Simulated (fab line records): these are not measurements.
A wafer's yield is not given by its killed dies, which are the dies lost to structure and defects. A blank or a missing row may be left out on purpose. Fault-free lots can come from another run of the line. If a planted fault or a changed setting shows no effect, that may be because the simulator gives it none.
Which tool was responsible? ; flow berkeley_cmos170 ; 14 lots with 42 wafers sampled at 5 steps, on a route of 331 steps

WHAT THE GAUGES SHOWED, per wafer
UCB170_PLDD_TW_MEAS_11.
lot;measured;on;PLDD_TW
L598;day 7 17:32;film_metro-02;1029 1034 1029
L600;day 7 17:35;film_metro-02;1033 1029 1023
L599;day 7 17:48;film_metro-02;1031 1025 1025
L602;day 8 01:13;film_metro-03;994 998 996
L601;day 8 01:44;film_metro-02;1020 1022 1023
L605;day 8 12:09;film_metro-02;1021 1018 1026
L603;day 8 12:42;film_metro-02;1025 1023 1017
L607;day 9 03:11;film_metro-03;999 1000 1001
L616;day 11 02:02;film_metro-03;1000 1002 997
L617;day 11 02:20;film_metro-01;1005 1000 1011
L614;day 11 02:36;film_metro-02;1029 1024 1026
L620;day 12 06:10;film_metro-02;1020 1024 1016
L618;day 12 06:29;film_metro-03;998 994 1001
L619;day 12 07:03;film_metro-01;1000 1006 1009

UCB170_PSD_CD_MEAS_06: the cd target is 1200 nm.
lot;measured;on;cd_nm (nm)
L598;day 8 02:15;cd_sem-02;1200.6 1200.9 1201.1
L600;day 8 02:31;cd_sem-02;1199.1 1199.1 1198.8
L599;day 8 02:23;cd_sem-02;1199.6 1200.7 1199.6
L602;day 8 08:44;cd_sem-02;1199.6 1201.3 1200.7
L601;day 8 09:03;cd_sem-01;1200.8 1201.1 1201.7
L605;day 8 21:57;cd_sem-02;1199.7 1200.1 1201.6
L603;day 8 22:11;cd_sem-02;1201.3 1202.4 1200.0
L607;day 9 14:10;cd_sem-02;1197.7 1197.4 1198.0
L616;day 11 15:19;cd_sem-01;1189.7 1188.2 1189.3 1189.5 1188.2 1189.7
L617;day 11 15:25;cd_sem-02;1199.5 1200.3 1199.6
L614;day 11 15:33;cd_sem-01;1190.5 1191.8 1191.1 1190.3 1191.8 1190.3
L620;day 12 14:58;cd_sem-01;1198.2 1199.4 1198.3
L618;day 12 15:16;cd_sem-02;1198.6 1198.9 1200.0
L619;day 12 15:50;cd_sem-02;1199.3 1201.5 1199.9

UCB170_NSD_CD_MEAS_06: the cd target is 1200 nm.
lot;measured;on;cd_nm (nm)
L598;day 8 04:52;cd_sem-02;1200.4 1199.1 1199.7
L600;day 8 04:58;cd_sem-01;1199.4 1202.1 1200.2
L599;day 8 05:07;cd_sem-02;1199.4 1199.9 1198.9
L602;day 8 14:30;cd_sem-01;1198.9 1199.0 1198.7
L601;day 8 14:05;cd_sem-02;1201.1 1200.7 1201.3
L605;day 9 00:35;cd_sem-02;1203.7 1203.0 1201.2
L603;day 9 00:33;cd_sem-01;1199.1 1199.6 1198.9
L607;day 9 16:55;cd_sem-01;1200.5 1200.6 1200.8
L616;day 11 20:13;cd_sem-01;1198.9 1197.9 1198.8
L617;day 11 17:10;cd_sem-01;1198.3 1199.6 1199.6
L614;day 11 18:52;cd_sem-01;1200.6 1200.1 1200.5
L620;day 12 16:52;cd_sem-01;1200.3 1199.7 1199.8
L618;day 12 17:10;cd_sem-01;1200.5 1199.1 1199.9
L619;day 12 17:41;cd_sem-01;1197.7 1198.5 1196.6

UCB170_NSD_TW_MEAS_10.
lot;measured;on;NSD_TW
L598;day 8 05:16;film_metro-02;4244 4234 4240
L600;day 8 05:22;film_metro-03;4098 4125 4114
L599;day 8 05:31;film_metro-01;4159 4143 4156
L602;day 8 14:54;film_metro-03;4142 4127 4115
L601;day 8 14:28;film_metro-01;4177 4155 4169
L605;day 9 01:00;film_metro-01;4154 4156 4154
L603;day 9 00:57;film_metro-02;4219 4215 4244
L607;day 9 17:20;film_metro-01;4160 4160 4192
L616;day 11 20:46;film_metro-01;4177 4173 4164
L617;day 11 17:34;film_metro-01;4153 4182 4148
L614;day 11 19:21;film_metro-03;4117 4131 4116
L620;day 12 17:17;film_metro-02;4222 4213 4189
L618;day 12 17:34;film_metro-01;4143 4152 4143
L619;day 12 18:05;film_metro-02;4214 4222 4240

TOOL THAT RAN EACH LOT (tool first, then ch and the chambers of the sampled wafers, then the start)
lot;UCB170_PSD_PEB_04
L598;litho_track-02 ch 0, day 8 01:59
L600;litho_track-02 ch 0, day 8 02:14
L599;litho_track-03 ch 0, day 8 02:06
L602;litho_track-03 ch 0, day 8 08:28
L601;litho_track-03 ch 0, day 8 08:47
L605;litho_track-02 ch 0, day 8 21:41
L603;litho_track-01 ch 0, day 8 21:55
L607;litho_track-02 ch 0, day 9 13:53
L616;litho_track-01 ch 0, day 11 15:03
L617;litho_track-03 ch 0, day 11 15:08
L614;litho_track-01 ch 0, day 11 15:17
L620;litho_track-03 ch 0, day 12 14:41
L618;litho_track-03 ch 0, day 12 14:59
L619;litho_track-03 ch 0, day 12 15:34
- UCB170_PSD_PEB_04

AS READ BY THE TOOLS THEMSELVES (means over the sampled wafers that have a number; for cases with no such wafer, the mark the record gives instead)
UCB170_PSD_PEB_04.
lot;tool;heater_power_total_W (W);plate_temp_C (C)
L598;litho_track-02;56.78;130.06
L600;litho_track-02;56.79;130.05
L599;litho_track-03;56.75;130.11
L602;litho_track-03;56.82;130.06
L601;litho_track-03;56.77;129.91
L605;litho_track-02;56.84;129.86
L603;litho_track-01;56.84;129.91
L607;litho_track-02;56.79;130.07
L616;litho_track-01;56.01;128.57
L617;litho_track-03;56.82;130.14
L614;litho_track-01;55.99;128.85
L620;litho_track-03;56.84;130.10
L618;litho_track-03;56.81;129.87
L619;litho_track-03;56.77;129.97

THE ANSWER, worked out from the rows above alone
Rule: the usual values come from the lots themselves. Put in order of their means at a reading, lots are off if they are a third of the lots or fewer, leave a main group of 4 or more, and stand apart from it by a gap of 3 or more times the standard deviation of the main group's means; of several such gaps the widest counts. Not used: any main group whose means are identical at the precision the tables above print for the reading. A lot without any number at a reading at which 4 lots or more have one is off too. The other lots that the step has rows for count as sound. First the gauges in route order, then the tools' own readings, where a lot's mean is used as printed above. The first step at which some lot is off is used, and at that step the reading that is off furthest; a lot without a number counts as furthest.
Off: L616, L614, at UCB170_PSD_CD_MEAS_06 (cd_nm). Main group: mean 1199.9 nm, sd 1.
If a tool, at a process step before that reading, ran all the lots that are off and no sound lot after the first of them, it fits. Not tried: the gauges at UCB170_PSD_CD_MEAS_06; whatever is off there is also off at UCB170_PSD_PEB_04, on other tools, and gauge error can't account for it. One candidate fits, namely litho_track-01 at UCB170_PSD_PEB_04. Its last sound lot is L603 (day 8 21:55), its first lot that is off L616 (day 11 15:03): a fault that began between those two fits.
The tool's own readings at UCB170_PSD_PEB_04 bear it out: on the lots that are off they differ by more than 5 times the standard deviation of the sound lots' means. heater_power_total_W reads 56.00 W there against 56.80 W on the sound lots; plate_temp_C reads 128.71 C there against 130.01 C on the sound lots.

WHAT THE SIMULATOR HAD PUT IN
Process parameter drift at UCB170_PSD_PEB_04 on litho_track-01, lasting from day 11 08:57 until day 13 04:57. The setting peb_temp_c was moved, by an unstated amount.
Lots struck among those shown: L616, L614. The rule above found the same.
